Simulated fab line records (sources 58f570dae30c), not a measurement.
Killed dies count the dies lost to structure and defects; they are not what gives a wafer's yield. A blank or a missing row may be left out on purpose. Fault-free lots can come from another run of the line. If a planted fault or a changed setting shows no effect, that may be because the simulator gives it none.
fab line records -- flow berkeley-cmos170
record: lots: 14, wafers: 42, last-day: 13
route steps=331 shown PSD@179 CONTACT@232 M1@249 V2@292
lots that met no fault: from a run of the same line without faults
start-h: hours from the record's first day to the start of the lot's first wafer shown -- wait-h: how many hours have passed since the lot's step before this one -- " repeats the value in the row above -- L1.1+2: a row that stands for several wafers -- - no value, or no start was given -- * or withheld: withheld -- < > ~ a bound
route shown NAME@n: names a module that has steps shown in the file, with the first one's number in the route -- usual: mean/standard deviation of fault-free wafers -- same: alike in all rows -- chamber/n: place in a boat -- sites: readings site by site -- _std_site: their standard deviation -- _edge_site: outer sites' mean less inner sites' -- radius-mm: for every site, how far away it sits from the centre of the wafer -- mask NAME#n: copy n -- behind: the tool/chamber that last shaped the wafer -- hold: why the lot was held/for how many hours/how that ended -- device: transistor that didn't switch, given as n, p or np -- end of line: the same wafers' tests at the end of the route -- step lacking rows: just its recipe -- killed: not the wafer's yield, but the dies lost to structure and defects at the first sort -- map: a wafer's dies, x killed, . not, _ none there
set.NAME: setting as actually run; set.NAME@STEP: the setting as run at that earlier step -- model.NAME: the simulator's own value behind a step, which no gauge read
the route's steps for a sample of lots (tables are steps, rows are wafers)
services: the hour from which a tool's chamber was out of use, counted from the record's first day as start-h (under 0 if before that day), plus the number of hours and why
== steps ==
step: UCB170_PSD_PEB_04
recipe: peb-temp-c: 130, peb-time-s: withheld, resist: KrF
usual: chill-plate-temp-C: 23.00/0.099, exhaust-pa: 44.9/0.89
lot.wafer,tool,chamber,start-h,wait-h,chill-plate-temp-C,exhaust-pa
L910.1,litho-track-01,0,171.15,0.1,22.86,45.5
L910.3,litho-track-01,0,171.15,0.1,22.98,44.4
L910.4,litho-track-01,0,171.15,0.1,22.83,46.4
L911.1,litho-track-03,0,186.89,0.1,22.92,46.6
L911.4,litho-track-03,0,186.89,0.1,22.93,45.4
L911.6,litho-track-03,0,186.89,0.1,22.90,46.5
L913.1,litho-track-04,0,187.37,0.1,23.09,46.0
L913.5,litho-track-04,0,187.37,0.1,22.95,44.8
L913.6,litho-track-04,0,187.37,0.1,23.00,44.9
L916.1,litho-track-01,-,204.43,0.7,-,-
L916.2,litho-track-01,-,204.43,0.7,-,-
L916.3,litho-track-01,-,204.43,0.7,-,-
L915.4,litho-track-01,-,204.78,0.9,-,-
L915.5,litho-track-01,-,204.78,0.9,-,-
L915.6,litho-track-01,-,204.78,0.9,-,-
L918.1,litho-track-03,0,219.49,0.2,22.96,42.8
L918.3,litho-track-03,0,219.49,0.2,23.10,44.1
L918.4,litho-track-03,0,219.49,0.2,23.01,43.7
L919.3,litho-track-01,0,219.74,0.2,22.97,46.5
L919.4,litho-track-01,0,219.74,0.2,23.08,45.0
L919.6,litho-track-01,0,219.74,0.2,23.06,45.9
L923.1,litho-track-01,0,239.85,0.1,23.12,44.7
L923.2,litho-track-01,0,239.85,0.1,22.97,45.4
L923.5,litho-track-01,0,239.85,0.1,22.98,44.4
L926.1,litho-track-04,0,245.43,0.5,22.93,44.5
L926.4,litho-track-04,0,245.43,0.5,23.04,44.2
L926.6,litho-track-04,0,245.43,0.5,23.03,43.8
L929.1,litho-track-01,0,273,-,22.89,45.3
L929.2,litho-track-01,0,273,-,22.92,45.1
L929.5,litho-track-01,0,273,-,22.98,45.1
L928.4,litho-track-03,0,273,-,22.96,44.1
L928.5,litho-track-03,0,273,-,22.98,45.8
L928.6,litho-track-03,0,273,-,23.07,44.3
L932.1,litho-track-04,0,273,-,22.89,43.9
L932.2,litho-track-04,0,273,-,22.96,44.7
L932.5,litho-track-04,0,273,-,22.96,43.9
L931.2,litho-track-03,0,273,-,22.92,43.0
L931.3,litho-track-03,0,273,-,23.11,45.0
L931.4,litho-track-03,0,273,-,22.96,45.5
L930.1,litho-track-04,0,273.97,1.0,23.03,44.9
L930.2,litho-track-04,0,273.97,1.0,22.97,45.3
L930.4,litho-track-04,0,273.97,1.0,23.03,43.9
step: UCB170_CONTACT_OVL_MEAS_16
usual: CONTACT_OVL: 0/5.7
lot.wafer,tool,chamber,start-h,wait-h,CONTACT_OVL[nm]
L910.1,overlay-02,-,180.70,0.1,4
L910.3,overlay-02,-,180.70,0.1,8
L910.4,overlay-02,-,180.70,0.1,5
L911.1,overlay-02,-,195.48,0.1,-2
L911.4,overlay-02,-,195.48,0.1,-9
L911.6,overlay-02,-,195.48,0.1,-6
L913.1,overlay-01,-,197.17,0.1,7
L913.5,overlay-01,-,197.17,0.1,3
L913.6,overlay-01,-,197.17,0.1,0
L916.1,overlay-02,-,214.64,0.1,6
L916.2,overlay-02,-,214.64,0.1,0
L916.3,overlay-02,-,214.64,0.1,2
L915.4,overlay-01,-,214.90,0.1,-7
L915.5,overlay-01,-,214.90,0.1,-4
L915.6,overlay-01,-,214.90,0.1,-4
L919.3,overlay-02,-,229.29,0.1,-1
L919.4,overlay-02,-,229.29,0.1,7
L919.6,overlay-02,-,229.29,0.1,-2
L918.1,overlay-01,-,229.31,0.1,7
L918.3,overlay-01,-,229.31,0.1,7
L918.4,overlay-01,-,229.31,0.1,8
L923.1,overlay-01,-,251.00,0.1,1
L923.2,overlay-01,-,251.00,0.1,-1
L923.5,overlay-01,-,251.00,0.1,0
L926.1,overlay-01,-,255.23,0.1,-10
L926.4,overlay-01,-,255.23,0.1,-6
L926.6,overlay-01,-,255.23,0.1,-5
L928.4,overlay-01,-,286.26,0.1,7
L928.5,overlay-01,-,286.26,0.1,6
L928.6,overlay-01,-,286.26,0.1,4
L932.1,overlay-02,-,286.43,0.1,-2
L932.2,overlay-02,-,286.43,0.1,-4
L932.5,overlay-02,-,286.43,0.1,-7
L929.1,overlay-01,-,286.52,0.1,7
L929.2,overlay-01,-,286.52,0.1,-3
L929.5,overlay-01,-,286.52,0.1,2
L931.2,overlay-02,-,286.64,0.1,4
L931.3,overlay-02,-,286.64,0.1,-2
L931.4,overlay-02,-,286.64,0.1,4
L930.1,overlay-01,-,286.76,0.1,-4
L930.2,overlay-01,-,286.76,0.1,-6
L930.4,overlay-01,-,286.76,0.1,1
step: UCB170_M1_ETCH_11
recipe: chemistry: N2/H2, target-depth-a: withheld, overetch-a: withheld, target: BARC, time-s: withheld, source-w: 500, bias-w: 100, pressure-mtorr: 30, n2-flow-sccm: 100, h2-flow-sccm: 200
usual: drypump-motor-current-A: 5.7/0.46, oes-product-au: 0.996/0.02, throttle-valve-pct: 13.36/0.13
lot.wafer,tool,chamber,start-h,wait-h,drypump-motor-current-A,oes-product-au,throttle-valve-pct
L910.1,rie-diel-01,2,182.53,0.0,5.4,0.962,13.03
L910.3,rie-diel-01,1,182.53,0.0,5.8,0.993,13.53
L910.4,rie-diel-01,2,182.53,0.0,5.5,0.963,13.02
L911.1,rie-diel-02,1,197.54,0.0,6.0,0.972,13.38
L911.4,rie-diel-02,3,197.54,0.0,5.3,0.992,13.34
L911.6,rie-diel-02,0,197.54,0.0,5.5,1.010,13.24
L913.1,rie-diel-01,0,199.13,0.0,5.3,1.010,13.36
L913.5,rie-diel-01,3,199.13,0.0,5.6,0.987,13.38
L913.6,rie-diel-01,0,199.13,0.0,5.3,1.009,13.35
L916.1,rie-diel-01,1,216.48,0.0,5.8,1.001,13.56
L916.2,rie-diel-01,3,216.48,0.0,5.7,0.981,13.38
L916.3,rie-diel-01,2,216.48,0.0,5.5,0.966,13.02
L915.4,rie-diel-02,1,216.84,0.0,6.0,0.962,13.37
L915.5,rie-diel-02,1,216.84,0.0,6.0,0.968,13.38
L915.6,rie-diel-02,2,216.84,0.0,6.2,1.010,13.39
L919.3,rie-diel-02,0,231.66,0.0,5.5,1.013,13.24
L919.4,rie-diel-02,1,231.66,0.0,6.0,0.979,13.38
L919.6,rie-diel-02,0,231.66,0.0,5.5,1.024,13.22
L918.1,rie-diel-03,3,231.92,0.0,5.8,0.996,13.42
L918.3,rie-diel-03,1,231.92,0.0,5.2,1.009,13.37
L918.4,rie-diel-03,2,231.92,0.0,4.8,0.994,13.58
L923.1,rie-diel-03,3,253.12,0.0,5.8,0.987,13.40
L923.2,rie-diel-03,0,253.12,0.0,6.7,0.999,13.41
L923.5,rie-diel-03,1,253.12,0.0,5.2,1.015,13.40
L926.1,rie-diel-01,0,257.13,0.0,5.3,1.005,13.35
L926.4,rie-diel-01,3,257.13,0.0,5.7,0.991,13.37
L926.6,rie-diel-01,2,257.13,0.0,5.5,0.962,13.03
L928.4,rie-diel-03,3,288.33,0.0,5.8,0.994,13.44
L928.5,rie-diel-03,1,288.33,0.0,5.3,1.006,13.39
L928.6,rie-diel-03,2,288.33,0.0,4.8,1.009,13.60
L932.1,rie-diel-02,1,288.51,0.0,6.0,0.979,13.38
L932.2,rie-diel-02,2,288.51,0.0,6.2,1.021,13.39
L932.5,rie-diel-02,3,288.51,0.0,5.3,1.008,13.34
L929.1,rie-diel-01,3,288.69,0.0,5.7,0.978,13.39
L929.2,rie-diel-01,2,288.69,0.0,5.5,0.967,13.02
L929.5,rie-diel-01,3,288.69,0.0,5.6,0.970,13.38
L930.1,rie-diel-02,2,288.93,0.0,6.3,1.015,13.38
L930.2,rie-diel-02,3,288.93,0.0,5.3,1.004,13.35
L930.4,rie-diel-02,1,288.93,0.0,6.0,0.970,13.37
L931.2,rie-diel-01,1,289.05,0.0,5.8,0.982,13.54
L931.3,rie-diel-01,2,289.05,0.0,5.5,0.963,13.04
L931.4,rie-diel-01,0,289.05,0.0,5.3,1.003,13.37
step: UCB170_V2_CVD_00
recipe: material: SiO2, target-thk-nm: 2000, temp-c: 390, precursor: TEOS/O2, time-s: 250, rf-w: 550, pressure-mtorr: 9000
usual: heater-power-w: 279/53
same: time-s: 250
lot.wafer,tool,chamber,start-h,wait-h,heater-power-w
L910.1,pecvd-04,1,189.32,0.1,318
L910.3,pecvd-04,0,189.32,0.1,294
L910.4,pecvd-04,0,189.32,0.1,208
L911.1,pecvd-04,0,205.18,0.1,251
L911.4,pecvd-04,1,205.18,0.1,236
L911.6,pecvd-04,2,205.18,0.1,243
L913.1,pecvd-02,0,208.17,0.1,259
L913.5,pecvd-02,0,208.17,0.1,191
L913.6,pecvd-02,1,208.17,0.1,282
L916.1,pecvd-01,1,223.79,0.1,267
L916.2,pecvd-01,2,223.79,0.1,389
L916.3,pecvd-01,0,223.79,0.1,324
L915.4,pecvd-04,1,225.15,0.1,340
L915.5,pecvd-04,2,225.15,0.1,245
L915.6,pecvd-04,0,225.15,0.1,214
L919.3,pecvd-02,2,240.46,0.1,288
L919.4,pecvd-02,2,240.46,0.1,217
L919.6,pecvd-02,1,240.46,0.1,279
L918.1,pecvd-01,1,244.07,0.1,296
L918.3,pecvd-01,2,244.07,0.1,401
L918.4,pecvd-01,1,244.07,0.1,208
L923.1,pecvd-04,0,262.91,0.1,273
L923.2,pecvd-04,1,262.91,0.1,214
L923.5,pecvd-04,1,262.91,0.1,273
L926.1,pecvd-01,1,267.15,0.1,297
L926.4,pecvd-01,0,267.15,0.1,256
L926.6,pecvd-01,1,267.15,0.1,214
L928.4,pecvd-04,1,298.03,0.1,200
L928.5,pecvd-04,2,298.03,0.1,254
L928.6,pecvd-04,1,298.03,0.1,270
L932.1,pecvd-01,2,300.09,0.1,355
L932.2,pecvd-01,0,300.09,0.1,323
L932.5,pecvd-01,1,300.09,0.1,212
L929.1,pecvd-02,0,300.45,0.1,275
L929.2,pecvd-02,2,300.45,0.1,281
L929.5,pecvd-02,1,300.45,0.1,283
L930.1,pecvd-04,2,300.49,0.1,301
L930.2,pecvd-04,1,300.49,0.1,283
L930.4,pecvd-04,2,300.49,0.1,353
L931.2,pecvd-01,2,301.38,0.1,392
L931.3,pecvd-01,1,301.38,0.1,252
L931.4,pecvd-01,0,301.38,0.1,258
== services ==
tool,chamber,start-h,hours,kind
rie-diel-02,1,158.40,6.3,repair
rie-diel-01,3,181.72,2.2,repair
pecvd-04,-,200.79,0.9,repair
rie-diel-03,2,203.93,2.2,repair
rie-diel-03,1,206.75,17.9,repair
rie-diel-02,3,226.93,26.0,repair
pecvd-04,-,228.84,0.8,pm
pecvd-04,-,242.50,14.0,pm
pecvd-04,0,242.50,14.0,vent-cycle
pecvd-04,1,242.50,14.0,vent-cycle
pecvd-04,2,242.50,14.0,vent-cycle
rie-diel-01,3,245.83,6.3,repair
pecvd-04,0,256.50,-,clean
pecvd-04,1,256.50,-,clean
pecvd-04,2,256.50,-,clean
rie-diel-01,3,260.98,-,clean
rie-diel-01,3,260.98,16.2,scheduled-down
rie-diel-01,3,260.98,16.2,vent-cycle
pecvd-01,-,261.64,5.5,pm
rie-diel-03,-,263.48,0.3,repair
rie-diel-03,2,269.03,15.1,repair
rie-diel-02,-,269.54,0.6,repair
pecvd-04,-,290.13,1.1,repair
pecvd-04,0,294.94,13.2,repair
== key ==
first-sign: step: UCB170_PSD_PEB_04, reading: tool-record, direction: missing
effect none on later readings
met-at UCB170_PSD_PEB_04
struck-lots L915,L916
sort-left-out L915.4,L915.5,L915.6,L916.1,L916.2,L916.3
tester-left-out L915,L916
not-acting-at UCB170_CONTACT_OVL_MEAS_16,UCB170_M1_ETCH_11,UCB170_V2_CVD_00
onset-between 171.15 204.43
fault: kind: skipped-step-whole, tool: litho-track-01, chamber: -, onset-h: 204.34, steps: UCB170_PSD_PEB_04, scope: struck-lots-only
tester-left-out: of these lots the tester's yield and bins aren't shown, on N5 and GAA mostly nor the transistor test; their killed dies are dies lost to structure and defects alone, not to doping, threshold or leakage, so they don't give the yield
sort-left-out: the simulated sort isn't trusted on such a fault, so these wafers' sort isn't shown, and their yield isn't known
